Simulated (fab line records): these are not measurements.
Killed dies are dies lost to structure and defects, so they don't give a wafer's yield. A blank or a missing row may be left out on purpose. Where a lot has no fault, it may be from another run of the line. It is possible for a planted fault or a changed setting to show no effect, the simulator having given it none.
fab line records	flow rit_cmos
record: lots: 6	wafers: 18	last_day: 7
route steps=202 shown ACTIVE@8 FOX1@20
lots that met no fault: taken from a fault-free run of the same line
start_h: hours from the record's first day to the start of the lot's first wafer shown	wait_h: how many hours have passed since the lot's step before this one	" repeats the value in the row above	L1.1+2: one row covering several wafers at once	- no value, or no start given	* or withheld: withheld	< > ~ a bound
route shown NAME@n: names a module that has steps shown in the file, with the first one's number in the route	usual: mean/standard deviation taken from wafers without a fault	same: alike in all rows	chamber/n: place in a boat	sites: readings site by site	_std_site: the standard deviation of these	_edge_site: mean of outer sites minus mean of inner sites	radius_mm: how far each site lies from the wafer's centre	mask NAME#n: copy n	behind: the tool/chamber that last shaped the wafer	hold: the reason the lot was held/the length of the hold in hours/how it ended	device: names the non-switching transistor (n, p or np)	end of line: the same wafers' tests at the end of the route	a step with no rows: only its recipe	killed: not the wafer's yield, but the dies lost to structure and defects at the first sort	map: a wafer's dies, marking killed ones x, the rest . and places with no die _
set.NAME: the setting the step ran with; set.NAME@STEP: the setting that earlier step ran with	model.NAME: the simulator's own value behind a step, which no gauge read
lots seen at some steps along the route; tables by step, rows by wafer
services: a tool's chamber out of use, with start hour (start_h, from the record's first day; less than 0 if before it), hours out, and reason
== steps ==
step: RIT_ACTIVE_SOFTBAKE_07
recipe: resist: NOVOLAK	temp_c: 90	time_s: 60
step: RIT_ACTIVE_EXPOSE_08
recipe: mask_id: M1	na: 0.6	source_shape: conventional	sigma_outer: 0.6	target_cd_nm: 1400	dose_mj: 225
step: RIT_ACTIVE_PEB_09
recipe: resist: NOVOLAK	temp_c: withheld	time_s: withheld
step: RIT_ACTIVE_DEVELOP_10
recipe: resist: NOVOLAK	develop_time_s: 50	dev_temp_c: 23
step: RIT_ACTIVE_CD_MEAS_11
recipe: target_cd_nm: 1400
usual: cd_nm: 1399.2/3
lot.wafer	tool	chamber	start_h	wait_h	cd_nm
L104.2	cd_sem-01	-	15.90	-	1398.5
L104.3	"	-	"	"	1397.9
L104.6	"	-	"	"	1397.7
L106.4	cd_sem-02	-	26.07	-	1397.0
L106.5	"	-	"	"	1397.2
L106.6	"	-	"	"	1395.7
L114.2	cd_sem-02	-	64.58	-	1399.6
L114.4	"	-	"	"	1399.2
L114.6	"	-	"	"	1397.7
L115.2	cd_sem-02	-	69.71	-	1395.9
L115.3	"	-	"	"	1396.1
L115.4	"	-	"	"	1398.2
L122.1	cd_sem-01	-	104.44	-	1395.6
L122.2	"	-	"	"	1394.4
L122.6	"	-	"	"	1394.5
L126.2	cd_sem-02	-	124.58	-	1400.3
L126.3	"	-	"	"	1398.9
L126.6	"	-	"	"	1398.7
step: RIT_ACTIVE_HARDBAKE_12
recipe: resist: NOVOLAK	temp_c: 140	time_s: 60
step: RIT_ACTIVE_ETCH_13
recipe: stop_on: SiO2	chemistry: SF6	target: Si3N4	time_s: 210	over_etch_frac: 0.4	SF6_flow_sccm: 200	pressure_mtorr: 260	rf_w: 125	target_depth_a: 2100
usual: drypump_motor_current_A: 5.6/0.54	oes_product_au: 0.818/0.012	throttle_valve_pct: 7.50/0.14
same: time_s: 210
lot.wafer	tool	chamber	start_h	wait_h	drypump_motor_current_A	oes_product_au	rf_hours_counter_h	throttle_valve_pct
L104.2	rie_diel-03	2	16.15	0.1	4.8	0.819	80	7.28
L104.3	"	1	"	"	6.5	0.841	5	7.27
L104.6	"	2	"	"	4.9	0.822	-	7.25
L106.4	rie_diel-04	2	26.28	0.1	6.0	0.821	30	7.65
L106.5	"	2	"	"	6.0	0.808	-	7.66
L106.6	"	1	"	"	5.0	0.817	-	7.57
L114.2	rie_diel-03	3	64.83	0.1	6.0	0.828	143	7.64
L114.4	"	1	"	"	6.5	0.842	6	7.26
L114.6	"	2	"	"	4.9	0.822	-	7.27
L115.2	rie_diel-02	0	69.96	0.1	4.8	0.826	35	7.61
L115.3	"	2	"	"	5.6	0.820	160	7.45
L115.4	"	3	"	"	5.7	0.825	90	7.51
L122.1	rie_diel-04	0	104.71	0.1	5.0	0.827	62	7.43
L122.2	"	3	"	"	5.8	0.805	1	7.45
L122.6	"	1	"	"	5.0	0.825	-	7.58
L126.2	rie_diel-02	2	124.83	0.1	5.6	0.806	0	7.46
L126.3	"	1	"	"	6.0	0.830	92	7.71
L126.6	"	3	"	"	5.7	0.815	-	7.50
step: RIT_ACTIVE_STRIP_14
recipe: chemistry: O2	time_s: 180	resist: NOVOLAK	platen_temp_c: withheld	power_w: 500	pressure_mtorr: 4000	o2_flow_sccm: 4000
usual: drypump_motor_current_A: 5.8/0.38
same: time_s: 180
lot.wafer	tool	chamber	start_h	wait_h	drypump_motor_current_A	rf_hours_counter_h
L104.2	plasma_asher-04	0	16.28	0.1	5.6	20
L104.3	"	0	"	"	5.6	-
L104.6	"	0	"	"	5.5	-
L106.4	plasma_asher-02	0	26.48	0.1	6.5	-
L106.5	"	0	"	"	6.5	-
L106.6	"	1	"	"	5.8	-
L114.2	plasma_asher-04	0	64.97	0.1	5.6	25
L114.4	"	0	"	"	5.6	-
L114.6	"	1	"	"	5.4	-
L115.2	plasma_asher-03	1	70.10	0.1	5.6	32
L115.3	"	1	"	"	5.6	-
L115.4	"	0	"	"	5.7	-
L122.1	plasma_asher-02	0	104.84	0.1	6.5	52
L122.2	"	1	"	"	5.8	52
L122.6	"	0	"	"	6.5	-
L126.2	plasma_asher-02	0	124.97	0.1	6.5	1
L126.3	"	0	"	"	6.5	-
L126.6	"	1	"	"	5.8	-
step: RIT_ACTIVE_CD_MEAS_90
recipe: target_cd_nm: 1400
usual: cd_nm: 1399/3
lot.wafer	tool	chamber	start_h	wait_h	cd_nm
L104.2	cd_sem-01	-	16.47	0.1	1398
L104.3	"	-	"	"	1398
L104.6	"	-	"	"	1398
L106.4	cd_sem-01	-	26.65	0.1	1397
L106.5	"	-	"	"	1397
L106.6	"	-	"	"	1396
L114.2	cd_sem-02	-	65.16	0.1	1400
L114.4	"	-	"	"	1399
L114.6	"	-	"	"	1398
L115.2	cd_sem-01	-	70.29	0.1	1396
L115.3	"	-	"	"	1396
L115.4	"	-	"	"	1398
L122.1	cd_sem-01	-	105.02	0.1	1395
L122.2	"	-	"	"	1394
L122.6	"	-	"	"	1394
L126.2	cd_sem-01	-	125.16	0.1	1400
L126.3	"	-	"	"	1399
L126.6	"	-	"	"	1399
step: RIT_ACTIVE_CLEAN_15
recipe: chemistry: SC1	mix: 3:3:50	time_s: 600	temp_c: 75
step: RIT_ACTIVE_CLEAN_16
recipe: chemistry: dHF	dilution: 50:1	time_s: 28.62
step: RIT_ACTIVE_CLEAN_17
recipe: chemistry: SC2	mix: 3:3:50	time_s: 600	temp_c: 75	dry: n2_spin
step: RIT_FOX1_OXIDATION_00
recipe: temp_c: 1100	ambient: H2O	target_thk_a: 3507	p_h2o_torr: 720	ox_time_s: 1130
usual: ox_temp_c: 1100.0/0.47	ox_temp_c_max: 1105.2/1.7	zone_power_source_pct: 47/3.4
lot.wafer	tool	chamber	start_h	wait_h	ox_temp_c	ox_temp_c_max	zone_power_source_pct	model.Si3N4_of_ACTIVE_CVD_03.thk_nm
L104.2	furnace-04	0	16.97	0.0	1100.5	1105.2	48	142.6
L104.3	"	0	"	"	1101.0	1106.5	48	143
L104.6	"	0	"	"	1100.7	1109.1	48	141.8
L106.4	furnace-03	0	27.66	0.2	1100.0	1104.5	50	143
L106.5	"	0	"	"	1100.1	1103.3	50	142.4
L106.6	"	0	"	"	1100.2	1104.2	49	142.7
L114.2	furnace-04	-	65.63	0.0	-	-	-	150
L114.4	"	-	"	"	-	-	-	150.1
L114.6	"	-	"	"	-	-	-	149
L115.2	furnace-03	-	73.56	2.8	-	-	-	150.4
L115.3	"	-	"	"	-	-	-	149.2
L115.4	"	-	"	"	-	-	-	151.1
L122.1	furnace-03	0	105.99	0.5	1100.0	1103.7	49	144.9
L122.2	"	0	"	"	1100.4	1103.9	49	144.8
L122.6	"	0	"	"	1099.9	1104.0	49	144.5
L126.2	furnace-04	0	125.65	0.0	1100.3	1106.8	48	142.4
L126.3	"	0	"	"	1100.0	1106.6	49	140.3
L126.6	"	0	"	"	1100.1	1106.1	49	141
step: RIT_FOX1_WET_ETCH_02
recipe: chemistry: BOE	target_depth_nm: 350	time_s: 390	temp_c: 21.5	dry: n2_spin	dilution: 10:1	target: SiO2
same: time_s: 390
lot.wafer	tool	chamber	start_h	wait_h	model.Si3N4_of_ACTIVE_CVD_03.thk_nm
L104.2	wet_bench-04	1	18.35	0.0	137.8
L104.3	"	1	"	"	138.2
L104.6	"	1	"	"	137
L106.4	wet_bench-04	1	29.04	0.0	138.2
L106.5	"	1	"	"	137.7
L106.6	"	1	"	"	138
L114.2	wet_bench-03	0	67.00	0.0	145.2
L114.4	"	0	"	"	145.3
L114.6	"	0	"	"	144.3
L115.2	wet_bench-01	2	74.93	0.0	145.7
L115.3	"	2	"	"	144.4
L115.4	"	2	"	"	146.4
L122.1	wet_bench-03	1	107.37	0.1	140.2
L122.2	"	1	"	"	140.1
L122.6	"	1	"	"	139.8
L126.2	wet_bench-03	1	127.02	0.0	137.7
L126.3	"	1	"	"	135.7
L126.6	"	1	"	"	136.4
== services ==
tool	chamber	start_h	hours	kind
rie_diel-02	-	-3.49	2.8	pm
rie_diel-02	2	-0.35	9.6	repair
furnace-03	-	8.97	13.9	pm
rie_diel-03	-	11.25	2.8	pm
wet_bench-03	-	21.25	1.6	repair
furnace-03	-	22.87	3.3	pm
plasma_asher-04	-	28.62	1.2	repair
plasma_asher-04	-	53.58	5.2	repair
plasma_asher-03	-	56.99	10.5	repair
furnace-04	-	66.94	3.1	pm
plasma_asher-04	-	67.21	15.6	pm
furnace-04	-	70.00	41.2	pm
wet_bench-01	-	94.33	0.9	repair
plasma_asher-04	-	96.40	2.3	repair
rie_diel-02	2	98.12	-	clean
rie_diel-02	2	98.12	21.1	scheduled_down
rie_diel-02	2	98.12	21.1	vent_cycle
rie_diel-04	2	103.00	3.8	repair
plasma_asher-02	-	108.75	9.0	pm
plasma_asher-02	0	108.75	9.0	vent_cycle
plasma_asher-02	1	108.75	9.0	vent_cycle
furnace-04	-	117.53	3.0	pm
plasma_asher-02	0	117.75	-	clean
plasma_asher-02	1	117.75	-	clean
== key ==
first_sign: step: RIT_FOX1_OXIDATION_00	reading: tool_record	direction: missing
effect none on later readings
model_effect: step: RIT_FOX1_OXIDATION_00	value: Si3N4_of_ACTIVE_CVD_03.thk_nm	without: 143.4	struck: 150
model_effect: step: RIT_FOX1_WET_ETCH_02	value: Si3N4_of_ACTIVE_CVD_03.thk_nm	without: 138.6	struck: 145.2
met_at RIT_FOX1_OXIDATION_00
struck_wafers L114.2,L114.4,L114.6,L115.2,L115.3,L115.4
later_rows_left_out L114.2,L114.4,L114.6,L115.2,L115.3,L115.4
sort_left_out L114.2,L114.4,L114.6,L115.2,L115.3,L115.4
tester_left_out L114,L115
onset_between 27.66 65.63
fault: kind: skipped_step_whole	tool: furnace-03,furnace-04	chamber: -	onset_h: 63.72	steps: RIT_FOX1_OXIDATION_00	scope: struck_lots_only
tester_left_out: of these lots the tester's yield and bins aren't shown, on N5 and GAA mostly nor the transistor test; their killed dies are dies lost to structure and defects alone, not to doping, threshold or leakage, so they don't give the yield
sort_left_out: the simulated sort isn't trusted on such a fault, so these wafers' sort isn't shown, and their yield isn't known
later_rows_left_out: the simulator's readings of these wafers behind a module that went badly wrong aren't trusted and aren't shown, but for the sort
